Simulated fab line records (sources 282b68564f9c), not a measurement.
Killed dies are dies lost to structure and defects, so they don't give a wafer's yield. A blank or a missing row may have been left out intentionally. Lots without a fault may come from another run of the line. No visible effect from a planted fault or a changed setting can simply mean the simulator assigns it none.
fab line records -- flow rit_cmos
record lots=15, wafers=45, last_day=6
route steps=202 shown PSD@145
lots that met no fault: from a run of the same line without faults
start_h: the number of hours between the record's first day and the start of the first shown wafer of the lot -- wait_h: how many hours have passed since the lot's step before this one -- " same as the row above -- L1.1+2: a single row standing in for several wafers -- - no value present, or no start provided -- * or withheld: withheld -- < > ~ a bound
route shown NAME@n: NAME is a module with steps in the file, n the number in the route of the first one -- usual: mean and standard deviation over wafers with no fault -- same: alike in all rows -- chamber/n: place in a boat -- sites: each site's reading -- _std_site: how widely they spread, as a standard deviation -- _edge_site: the outer-site mean with the inner-site mean subtracted -- radius_mm: for every site, how far away it sits from the centre of the wafer -- mask NAME#n: copy n -- behind: the most recent tool/chamber to have shaped the wafer -- hold: what put the lot on hold/how long, in hours/how the hold closed -- device: whichever transistor did not switch (one of n, p or np) -- end of line: tests of these same wafers at the route's end -- where a step has no rows: the recipe by itself -- killed: dies lost to structure and defects at the first sort, not the wafer's yield -- map: a wafer's dies, x killed, . not, _ none there
set.NAME: the setting as run; set.NAME@STEP: as run at that earlier step -- model.NAME: the simulator's own value behind a step, which no gauge read
one table for each step of the route and one row for each wafer, over a sample of lots
services: a tool's chamber out of use, with start hour (start_h, from the record's first day; less than 0 if before it), hours out, and reason
## steps
# step RIT_PSD_EXPOSE_03
# recipe mask_id=M10, na=0.57, target_cd_nm=40900, dose_mj=250
# usual reticle_temp_C=22.98/0.12
# same na=0.57
lot.wafer,tool,chamber,start_h,wait_h,mask,reticle_temp_C
L756.2,iline_stepper-02,0,51.37,0.3,M10#0,22.98
L756.3,iline_stepper-02,0,51.37,0.3,M10#0,22.93
L756.6,iline_stepper-02,0,51.37,0.3,M10#0,22.91
L757.2,iline_stepper-01,0,59.38,0.2,M10#0,22.96
L757.3,iline_stepper-01,0,59.38,0.2,M10#0,23.16
L757.4,iline_stepper-01,0,59.38,0.2,M10#0,23.06
L759.2,iline_stepper-02,0,68.15,0.2,M10#0,23.08
L759.3,iline_stepper-02,0,68.15,0.2,M10#0,23.11
L759.5,iline_stepper-02,0,68.15,0.2,M10#0,22.97
L758.1,iline_stepper-01,0,68.40,0.4,M10#0,22.79
L758.2,iline_stepper-01,0,68.40,0.4,M10#0,22.79
L758.3,iline_stepper-01,0,68.40,0.4,M10#0,22.53
L760.2,iline_stepper-02,0,70.06,0.2,M10#0,22.89
L760.3,iline_stepper-02,0,70.06,0.2,M10#0,23.07
L760.6,iline_stepper-02,0,70.06,0.2,M10#0,22.96
L762.3,iline_stepper-02,0,86.59,0.1,M10#0,23.02
L762.4,iline_stepper-02,0,86.59,0.1,M10#0,23.00
L762.6,iline_stepper-02,0,86.59,0.1,M10#0,22.91
L764.1,iline_stepper-01,0,92.23,0.2,M10#0,22.76
L764.4,iline_stepper-01,0,92.23,0.2,M10#0,22.82
L764.6,iline_stepper-01,0,92.23,0.2,M10#0,22.99
L765.4,iline_stepper-01,0,98.17,0.1,M10#0,23.18
L765.5,iline_stepper-01,0,98.17,0.1,M10#0,23.04
L765.6,iline_stepper-01,0,98.17,0.1,M10#0,23.13
L766.3,iline_stepper-01,0,100.12,0.1,M10#0,22.90
L766.4,iline_stepper-01,0,100.12,0.1,M10#0,23.01
L766.6,iline_stepper-01,0,100.12,0.1,M10#0,22.86
L767.1,iline_stepper-02,0,107.10,0.2,M10#0,22.78
L767.2,iline_stepper-02,0,107.10,0.2,M10#0,22.76
L767.5,iline_stepper-02,0,107.10,0.2,M10#0,22.85
L768.1,iline_stepper-01,0,110.05,0.2,M10#0,23.30
L768.2,iline_stepper-01,0,110.05,0.2,M10#0,22.95
L768.6,iline_stepper-01,0,110.05,0.2,M10#0,22.99
L771.2,iline_stepper-02,0,123.35,0.2,M10#0,23.15
L771.3,iline_stepper-02,0,123.35,0.2,M10#0,23.08
L771.6,iline_stepper-02,0,123.35,0.2,M10#0,23.15
L772.1,iline_stepper-02,0,128.26,0.1,M10#0,23.00
L772.2,iline_stepper-02,0,128.26,0.1,M10#0,22.85
L772.5,iline_stepper-02,0,128.26,0.1,M10#0,22.93
L773.1,iline_stepper-02,0,136.07,0.1,M10#0,22.99
L773.4,iline_stepper-02,0,136.07,0.1,M10#0,22.94
L773.6,iline_stepper-02,0,136.07,0.1,M10#0,22.90
L775.1,iline_stepper-02,0,143.88,0.2,M10#0,22.91
L775.3,iline_stepper-02,0,143.88,0.2,M10#0,22.90
L775.6,iline_stepper-02,0,143.88,0.2,M10#0,22.95
# step RIT_PSD_OVL_MEAS_06
# usual PSD_OVL=0.4/1.4
lot.wafer,tool,chamber,start_h,wait_h,PSD_OVL[nm]
L756.2,overlay-02,-,51.83,-,-0.6
L756.3,overlay-02,-,51.83,-,2.2
L756.6,overlay-02,-,51.83,-,-0.9
L757.2,overlay-02,-,59.76,-,0.0
L757.3,overlay-02,-,59.76,-,-0.2
L757.4,overlay-02,-,59.76,-,0.6
L759.2,overlay-02,-,68.72,-,2.3
L759.3,overlay-02,-,68.72,-,1.7
L759.5,overlay-02,-,68.72,-,-0.4
L758.1,overlay-01,-,69.00,-,-0.1
L758.2,overlay-01,-,69.00,-,-1.6
L758.3,overlay-01,-,69.00,-,-0.9
L760.2,overlay-01,-,70.45,-,1.2
L760.3,overlay-01,-,70.45,-,-0.8
L760.6,overlay-01,-,70.45,-,1.3
L762.3,overlay-02,-,86.96,-,-0.8
L762.4,overlay-02,-,86.96,-,0.4
L762.6,overlay-02,-,86.96,-,-0.2
L764.1,overlay-01,-,92.70,-,131.1
L764.4,overlay-01,-,92.70,-,132.2
L764.6,overlay-01,-,92.70,-,131.3
L765.4,overlay-01,-,98.53,-,132.7
L765.5,overlay-01,-,98.53,-,130.6
L765.6,overlay-01,-,98.53,-,131.8
L766.3,overlay-01,-,100.49,-,129.1
L766.4,overlay-01,-,100.49,-,129.7
L766.6,overlay-01,-,100.49,-,131.6
L767.1,overlay-01,-,107.50,-,2.2
L767.2,overlay-01,-,107.50,-,1.4
L767.5,overlay-01,-,107.50,-,1.4
L768.1,overlay-01,-,110.65,-,133.1
L768.2,overlay-01,-,110.65,-,131.8
L768.6,overlay-01,-,110.65,-,130.4
L771.2,overlay-02,-,123.74,-,0.5
L771.3,overlay-02,-,123.74,-,0.1
L771.6,overlay-02,-,123.74,-,-0.8
L772.1,overlay-01,-,128.66,-,0.7
L772.2,overlay-01,-,128.66,-,0.4
L772.5,overlay-01,-,128.66,-,0.9
L773.1,overlay-02,-,136.47,-,0.5
L773.4,overlay-02,-,136.47,-,-0.1
L773.6,overlay-02,-,136.47,-,-0.9
L775.1,overlay-01,-,144.28,-,-1.5
L775.3,overlay-01,-,144.28,-,-1.1
L775.6,overlay-01,-,144.28,-,-0.5
## services
tool,chamber,start_h,hours,kind
iline_stepper-01,-,102.86,6.4,repair
iline_stepper-01,0,104.00,-,calibration
iline_stepper-01,-,143.84,4.4,pm
## key
first_sign step=RIT_PSD_OVL_MEAS_06, reading=PSD_OVL, direction=up, sigmas=97, usual=0.4, struck=131.3
effect none on later readings
met_at RIT_PSD_EXPOSE_03
struck_lots L764,L765,L766,L768
tester_left_out L764,L765,L766,L768
onset_between 68.40 92.23
fault kind=scanner_matching_overlay, tool=iline_stepper-01, chamber=-, onset_h=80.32, steps=RIT_PSD_EXPOSE_03, offset=130
# tester_left_out: of these lots the tester's yield and bins aren't shown, on N5 and GAA mostly nor the transistor test; their killed dies are dies lost to structure and defects alone, not to doping, threshold or leakage, so they don't give the yield
